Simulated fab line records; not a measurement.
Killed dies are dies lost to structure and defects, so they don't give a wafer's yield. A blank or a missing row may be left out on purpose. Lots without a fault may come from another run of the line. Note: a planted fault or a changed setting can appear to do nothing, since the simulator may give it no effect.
Which tool was responsible? | flow berkeley-cmos170 | 14 lots with 42 wafers sampled at 4 steps, on a route of 331 steps

== WHAT EACH GAUGE READ, for each wafer ==
UCB170_CONTACT_CD_MEAS_15 targets a cd of 700 nm. Usual: cd-nm reads 700.2 nm (standard deviation 1.7).
lot  | measured     | on        | cd-nm (nm)        | flag
L750 | day 8 13:03  | cd-sem-02 | 698.7 698.7 698.3 |
L751 | day 8 13:20  | cd-sem-01 | 699.6 698.9 699.6 |
L752 | day 8 13:50  | cd-sem-02 | 700.3 700.1 699.8 |
L753 | day 9 13:00  | cd-sem-02 | 698.4 698.1 698.7 |
L754 | day 9 12:45  | cd-sem-01 | 701.1 702.5 702.7 |
L756 | day 10 06:58 | cd-sem-01 | 696.5 697.7 697.6 |
L758 | day 10 20:14 | cd-sem-01 | 701.8 700.2 702.5 |
L764 | day 12 08:58 | cd-sem-02 | 701.7 702.2 701.9 |
L766 | day 12 12:57 | cd-sem-02 | 698.9 698.2 698.5 |
L768 | day 12 23:23 | cd-sem-02 | 699.4 700.3 700.9 |
L770 | day 13 04:26 | cd-sem-01 | 698.8 699.7 700.0 |
L772 | day 13 16:21 | cd-sem-01 | 701.3 700.4 700.5 |
L771 | day 13 16:43 | cd-sem-01 | 703.0 702.7 701.8 |
L773 | day 13 16:02 | cd-sem-01 | 697.5 699.7 697.4 |

UCB170_CONTACT_OVL_MEAS_16. Usual: CONTACT_OVL gives -2 nm (standard deviation 4.8).
lot  | measured     | on         | CONTACT_OVL (nm) | flag
L750 | day 8 13:10  | overlay-01 | 8 6 1            |
L751 | day 8 13:27  | overlay-02 | -2 0 -2          |
L752 | day 8 13:58  | overlay-01 | 7 5 10           |
L753 | day 9 13:07  | overlay-01 | -6 -8 2          |
L754 | day 9 12:51  | overlay-01 | -9 -4 -6         |
L756 | day 10 07:05 | overlay-02 | -6 -2 3          |
L758 | day 10 20:21 | overlay-01 | 1 7 0            |
L764 | day 12 09:05 | overlay-01 | 2 -7 -4          |
L766 | day 12 13:04 | overlay-02 | 1 8 -3           |
L768 | day 12 23:31 | overlay-02 | 0 -1 -1          |
L770 | day 13 04:33 | overlay-02 | -6 -4 -2         |
L772 | day 13 16:26 | overlay-02 | -5 -8 -5         |
L771 | day 13 16:50 | overlay-01 | -2 0 -6          |
L773 | day 13 16:09 | overlay-01 | -8 -6 -2         |

UCB170_M1_THK_MEAS_02: measures by xrf. Usual: M1_AL_THK gives 596 nm (standard deviation 7.4).
lot  | measured     | on            | M1_AL_THK (nm) | flag
L750 | day 8 13:57  | film-metro-01 | 584 582 584    |
L751 | day 8 14:14  | film-metro-04 | 596 608 600    |
L752 | day 8 14:44  | film-metro-01 | 592 597 599    |
L753 | day 9 13:55  | film-metro-03 | 594 600 594    |
L754 | day 9 13:39  | film-metro-04 | 603 600 608    |
L756 | day 10 07:53 | film-metro-04 | 599 595 590    |
L758 | day 10 21:08 | film-metro-01 | 586 586 593    |
L764 | day 12 12:24 | film-metro-01 | 600 593 601    |
L766 | day 12 13:51 | film-metro-01 | 596 593 596    |
L768 | day 13 00:18 | film-metro-04 | 605 605 608    |
L770 | day 13 05:21 | film-metro-01 | 601 597 612    |
L772 | day 13 17:20 | film-metro-03 | 607 603 610    |
L771 | day 13 17:55 | film-metro-04 | 586 591 590    |
L773 | day 13 16:56 | film-metro-04 | 599 593 584    |

== WHAT TOOL EACH LOT RAN ON (gives the tool, then ch and the chambers of the sampled wafers, and finally the start) ==
lot  | UCB170_ZERO_ETCH_06
L750 | rie-diel-02 ch 0,1,3, day 1 19:49
L751 | rie-diel-03 ch 1,2,3, day 2 02:17
L752 | rie-diel-01 ch 1,2,3, day 2 08:45
L753 | rie-diel-02 ch 0,1,2, day 2 18:56
L754 | rie-diel-01 ch 2,3, day 2 19:00
L756 | rie-diel-01 ch 0,1,3, day 3 08:05
L758 | rie-diel-01 ch 1,2,3, day 3 15:03
L764 | rie-diel-03 ch 0,3, day 4 17:52
L766 | rie-diel-02 ch 0,1,2, day 5 03:03
L768 | rie-diel-03 ch 1,2,3, day 5 18:09
L770 | rie-diel-01 ch 1,2,3, day 6 01:48
L772 | rie-diel-02 ch 0,3, day 6 09:32
L771 | rie-diel-03 ch 1,2,3, day 6 09:38
L773 | rie-diel-03 ch 1,2,3, day 6 19:05
- UCB170_ZERO_ETCH_06: etches SiO2 in CHF3/CF4/Ar, time 12 s.

== WHAT THE TOOLS THEMSELVES READ (means of the sampled wafers that have a number; where no wafer has one, the mark that the record gives instead) ==
UCB170_ZERO_ETCH_06. Usual: cf4-flow-sccm 10.00 sccm, standard deviation 0.031; drypump-motor-current-A 5.5 A, standard deviation 0.37; oes-product-au 0.616 a.u., standard deviation 0.0092; throttle-valve-pct 9.20 %, standard deviation 0.16.
lot  | tool        | cf4-flow-sccm (sccm) | drypump-motor-current-A (A) | oes-product-au (a.u.) | throttle-valve-pct (%) | flag
L750 | rie-diel-02 | 10.00                | 5.4                         | 0.615                 | 9.25                   |
L751 | rie-diel-03 | 10.00                | 5.7                         | 0.613                 | 9.16                   |
L752 | rie-diel-01 | 10.04                | 5.7                         | 0.624                 | 9.03                   |
L753 | rie-diel-02 | 9.99                 | 5.4                         | 0.615                 | 9.18                   |
L754 | rie-diel-01 | 10.02                | 5.9                         | 0.628                 | 9.06                   |
L756 | rie-diel-01 | 9.98                 | 5.6                         | 0.623                 | 9.21                   |
L758 | rie-diel-01 | 9.97                 | 5.8                         | 0.622                 | 9.03                   |
L764 | rie-diel-03 | 10.00                | 5.2                         | 0.610                 | 9.20                   |
L766 | rie-diel-02 | 10.01                | 5.4                         | 0.616                 | 9.16                   |
L768 | rie-diel-03 | 10.01                | 5.7                         | 0.616                 | 9.16                   |
L770 | rie-diel-01 | 10.05                | 5.8                         | 0.619                 | 9.04                   |
L772 | rie-diel-02 | 9.99                 | 5.4                         | 0.612                 | 9.30                   |
L771 | rie-diel-03 | 10.00                | 5.7                         | 0.617                 | 9.15                   |
L773 | rie-diel-03 | 9.98                 | 5.7                         | 0.612                 | 9.17                   |

== THE ANSWER, worked out from the rows above alone ==
Rule: a lot is off if the mean of its wafers that have a number lies more than 3 standard deviations from the usual mean. A lot without any number at a reading at which 4 lots or more have one is off too. Where the step has rows for the other lots, those lots are counted as sound. The gauges are gone through in route order, then the tools' own readings, and for those a lot's mean is taken as printed above. At the first step where some lot is off, the reading lying furthest off is the one used; lots without a number count as furthest.
No lot is off at any reading shown: from this, nothing can be told.

== WHAT HAD BEEN PUT IN BY THE SIMULATOR ==
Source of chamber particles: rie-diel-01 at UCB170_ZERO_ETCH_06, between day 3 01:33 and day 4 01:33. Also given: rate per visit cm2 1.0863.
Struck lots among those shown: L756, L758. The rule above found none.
